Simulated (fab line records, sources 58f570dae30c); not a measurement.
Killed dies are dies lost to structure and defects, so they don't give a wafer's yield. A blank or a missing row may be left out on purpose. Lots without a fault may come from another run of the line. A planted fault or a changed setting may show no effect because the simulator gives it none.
A struck lot beside a sound one | flow berkeley_cmos170 | 14 steps out of a route of 331
Sound: wafers L394.3, L394.4, L394.6. Struck: wafers L402.1, L402.2, L402.6. The cause comes at the end.
At each step with rows: each side's tool, then ch and its chambers, then its first start. Under that, the readings that differ: sound wafers | struck wafers | difference of the means | sigmas: that difference in standard deviations of wafers without a fault.
alike: readings whose means differ by less than 2 such deviations, and words and numbers that are the same on both sides. not compared: withheld readings, readings that some wafer has no value for, bounds like >300 that may hide the same value, and numbers for which the record gives no deviation and whose values overlap.
The two part at a step that has a row with sigmas, a row that says differs or no value, or rows on one side only. Numbers that don't overlap but have no deviation are shown without sigmas and don't part them. A reading that every wafer of one side lacks parts them only if that side has two wafers or more.

first, 3 steps without rows for these wafers: UCB170_PSD_EXPOSE_03 (exposes mask PSELECT MOD, target cd 1200 nm); UCB170_PSD_PEB_04; UCB170_PSD_DEVELOP_05 (develop time 45 s).
UCB170_PSD_CD_MEAS_06: target cd 1200 nm.
  sound on cd_sem-02, day 7 06:07; struck on cd_sem-02, day 9 10:19
  reading    | sound                | struck               | difference | sigmas
  cd_nm (nm) | 1201.4 1201.8 1200.6 | 1199.4 1198.2 1197.9 | -2.8       | -2
UCB170_PSD_OVL_MEAS_07:
  sound on overlay-02, day 7 06:13; struck on overlay-02, day 9 10:26
  alike: PSD_OVL
then, 1 step without rows for these wafers: UCB170_PSD_IMPLANT_08.
UCB170_PSD_STRIP_09: strips in O2.
  sound on plasma_asher-02 ch 0,1, day 7 06:25; struck on plasma_asher-01 ch 0,1, day 9 10:38
  alike: drypump_motor_current_A, o2_flow_sccm, oes_product_au, strip_time_to_endpoint_s
  not compared: rf_hours_counter_h
UCB170_PSD_TW_MEAS_10:
  sound on film_metro-03, day 7 06:30; struck on film_metro-02, day 9 10:44
  alike: PSD_TW
then, 4 steps without rows for these wafers: UCB170_PSD_CLEAN_11 (cleans in SPM, time 600 s); UCB170_NSD_HMDS_00 (prime time 60 s); UCB170_NSD_COAT_01 (resist thk 914.7 nm); UCB170_NSD_SOFTBAKE_02 (time 60 s).
UCB170_NSD_EXPOSE_03: exposes mask NSELECT MOD, target cd 1200 nm.
  sound on krf_scanner-01 ch 0, day 7 07:13; struck on krf_scanner-01, day 9 11:25
  no value came back on the struck wafers for exposure_dose_mJ_cm2, focus_offset_nm (nm); on the sound wafers exposure_dose_mJ_cm2 reads 30.137 30.139 30.065
  alike: mask
then, 1 step without rows for these wafers: UCB170_NSD_PEB_04.

WHERE THEY PART
First at UCB170_PSD_CD_MEAS_06; last, within this record, at UCB170_NSD_EXPOSE_03.

WHY: what the simulator had put in
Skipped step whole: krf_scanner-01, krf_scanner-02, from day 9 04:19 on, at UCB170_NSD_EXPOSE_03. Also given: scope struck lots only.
